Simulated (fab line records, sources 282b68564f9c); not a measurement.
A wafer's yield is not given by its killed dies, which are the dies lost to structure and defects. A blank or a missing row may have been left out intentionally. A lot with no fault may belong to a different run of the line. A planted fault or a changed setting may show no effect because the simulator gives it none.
Split-lot experiment / flow rit_cmos / 5 lots, 23 wafers read, on a route of 202 steps

## SPLIT DETAILS
At RIT_NRETRO_IMPLANT_08, the setting energy_kev was moved away from the recipe's 70 on 8 of the 23 wafers read, by -5.6% to -3.2%. This setting was run at the recipe's value on the other wafers.

Reading taken at the split's own step.

## THE READING
The simulator's own value implant.drp_nm, read by no gauge, in nm at RIT_NRETRO_IMPLANT_08. The file does not state a usual value for it.

wafer=L075.1; tool, chamber at the split=implanter-04, 0; energy_kev as run=70; against the recipe=recipe; implant.drp_nm, nm=33.94; against lot-mates on the recipe=-
wafer=L075.4; tool, chamber at the split=implanter-04, 0; energy_kev as run=70; against the recipe=recipe; implant.drp_nm, nm=33.94; against lot-mates on the recipe=-
wafer=L075.6; tool, chamber at the split=implanter-04, 0; energy_kev as run=70; against the recipe=recipe; implant.drp_nm, nm=33.94; against lot-mates on the recipe=-
wafer=L075.3; tool, chamber at the split=implanter-04, 0; energy_kev as run=66.33; against the recipe=-5.2%; implant.drp_nm, nm=32.41; against lot-mates on the recipe=-1.53
wafer=L075.5; tool, chamber at the split=implanter-04, 0; energy_kev as run=66.33; against the recipe=-5.2%; implant.drp_nm, nm=32.41; against lot-mates on the recipe=-1.53
wafer=L076.1; tool, chamber at the split=implanter-03, 0; energy_kev as run=70; against the recipe=recipe; implant.drp_nm, nm=33.94; against lot-mates on the recipe=-
wafer=L076.5; tool, chamber at the split=implanter-03, 0; energy_kev as run=70; against the recipe=recipe; implant.drp_nm, nm=33.94; against lot-mates on the recipe=-
wafer=L076.2; tool, chamber at the split=implanter-03, 0; energy_kev as run=66.05; against the recipe=-5.6%; implant.drp_nm, nm=32.3; against lot-mates on the recipe=-1.64
wafer=L076.3; tool, chamber at the split=implanter-03, 0; energy_kev as run=66.05; against the recipe=-5.6%; implant.drp_nm, nm=32.3; against lot-mates on the recipe=-1.64
wafer=L076.4; tool, chamber at the split=implanter-03, 0; energy_kev as run=66.05; against the recipe=-5.6%; implant.drp_nm, nm=32.3; against lot-mates on the recipe=-1.64
wafer=L077.1; tool, chamber at the split=implanter-04, 0; energy_kev as run=70; against the recipe=recipe; implant.drp_nm, nm=33.94; against lot-mates on the recipe=-
wafer=L077.6; tool, chamber at the split=implanter-04, 0; energy_kev as run=70; against the recipe=recipe; implant.drp_nm, nm=33.94; against lot-mates on the recipe=-
wafer=L077.2; tool, chamber at the split=implanter-04, 0; energy_kev as run=67.73; against the recipe=-3.2%; implant.drp_nm, nm=33; against lot-mates on the recipe=-0.94
wafer=L077.3; tool, chamber at the split=implanter-04, 0; energy_kev as run=67.73; against the recipe=-3.2%; implant.drp_nm, nm=33; against lot-mates on the recipe=-0.94
wafer=L077.5; tool, chamber at the split=implanter-04, 0; energy_kev as run=67.73; against the recipe=-3.2%; implant.drp_nm, nm=33; against lot-mates on the recipe=-0.94
wafer=L082.2; tool, chamber at the split=implanter-04, 0; energy_kev as run=70; against the recipe=recipe; implant.drp_nm, nm=33.94; against lot-mates on the recipe=-
wafer=L082.5; tool, chamber at the split=implanter-04, 0; energy_kev as run=70; against the recipe=recipe; implant.drp_nm, nm=33.94; against lot-mates on the recipe=-
wafer=L082.6; tool, chamber at the split=implanter-04, 0; energy_kev as run=70; against the recipe=recipe; implant.drp_nm, nm=33.94; against lot-mates on the recipe=-
wafer=L085.1; tool, chamber at the split=implanter-02, 0; energy_kev as run=70; against the recipe=recipe; implant.drp_nm, nm=33.94; against lot-mates on the recipe=-
wafer=L085.2; tool, chamber at the split=implanter-02, 0; energy_kev as run=70; against the recipe=recipe; implant.drp_nm, nm=33.94; against lot-mates on the recipe=-
wafer=L085.4; tool, chamber at the split=implanter-02, 0; energy_kev as run=70; against the recipe=recipe; implant.drp_nm, nm=33.94; against lot-mates on the recipe=-
wafer=L085.5; tool, chamber at the split=implanter-02, 0; energy_kev as run=70; against the recipe=recipe; implant.drp_nm, nm=33.94; against lot-mates on the recipe=-
wafer=L085.6; tool, chamber at the split=implanter-02, 0; energy_kev as run=70; against the recipe=recipe; implant.drp_nm, nm=33.94; against lot-mates on the recipe=-

THE FIT
A straight line over all 23 wafers: implant.drp_nm changes by +0.291 nm for each +1% of energy_kev; r = +1.00; the points scatter about the line by 0.002 nm.
The same after taking each lot's own level away (the mean of its wafers on the recipe; 23 wafers): +0.291 nm for each +1%; r = +1.00; scatter 0.002 nm.
Per that fit: largest energy_kev move, reading shift of 1.6 nm.
The lots' own levels span 33.940 to 33.940 nm.
Consequently the slope shifts little with the lot-to-lot level, the two slopes agreeing.
Check: for one of the wafers moved furthest among these (-5.6%), held out of the fit, the line's prediction against its lot-mates is -1.64 nm. It came out at -1.64 nm against them.

## ADDITIONAL SPLITS CARRIED BY THESE WAFERS
Before the reading, these wafers also passed through other splits. Each is held against what the fit with the lots' levels taken away leaves over:
other split on the same wafers=RIT_ACTIVE_COAT_06 resist_thk_nm; wafers away from the commonest value=8; r with implant.drp_nm (lot level and that fit taken away)=-0.03
other split on the same wafers=RIT_FOX1_OXIDATION_00 temp_c; wafers away from the commonest value=15; r with implant.drp_nm (lot level and that fit taken away)=+0.57
other split on the same wafers=RIT_NWELL_COAT_01 spin_rpm; wafers away from the commonest value=10; r with implant.drp_nm (lot level and that fit taken away)=-0.32
other split on the same wafers=RIT_NWELL_HARDBAKE_07 temp_c; wafers away from the commonest value=12; r with implant.drp_nm (lot level and that fit taken away)=+0.53
other split on the same wafers=RIT_NWELL_IMPLANT_08 energy_kev; wafers away from the commonest value=6; r with implant.drp_nm (lot level and that fit taken away)=-0.17

## THE WHOLE CHAIN: every reading that the file lists as answering this split, in the file's order
step=RIT_NRETRO_IMPLANT_08; what it does=; reading=implant.rp_nm (the simulator's own value, which no gauge read); change (the file's fit)=+0.873 nm for each +1% of the setting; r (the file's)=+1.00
step=RIT_NRETRO_IMPLANT_08; what it does=; reading=implant.drp_nm (the simulator's own value, which no gauge read); change (the file's fit)=+0.291 nm for each +1% of the setting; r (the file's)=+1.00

## THE FILE'S OWN FIT
implant.drp_nm changes by +0.291 nm for each +1% of energy_kev, r = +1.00.
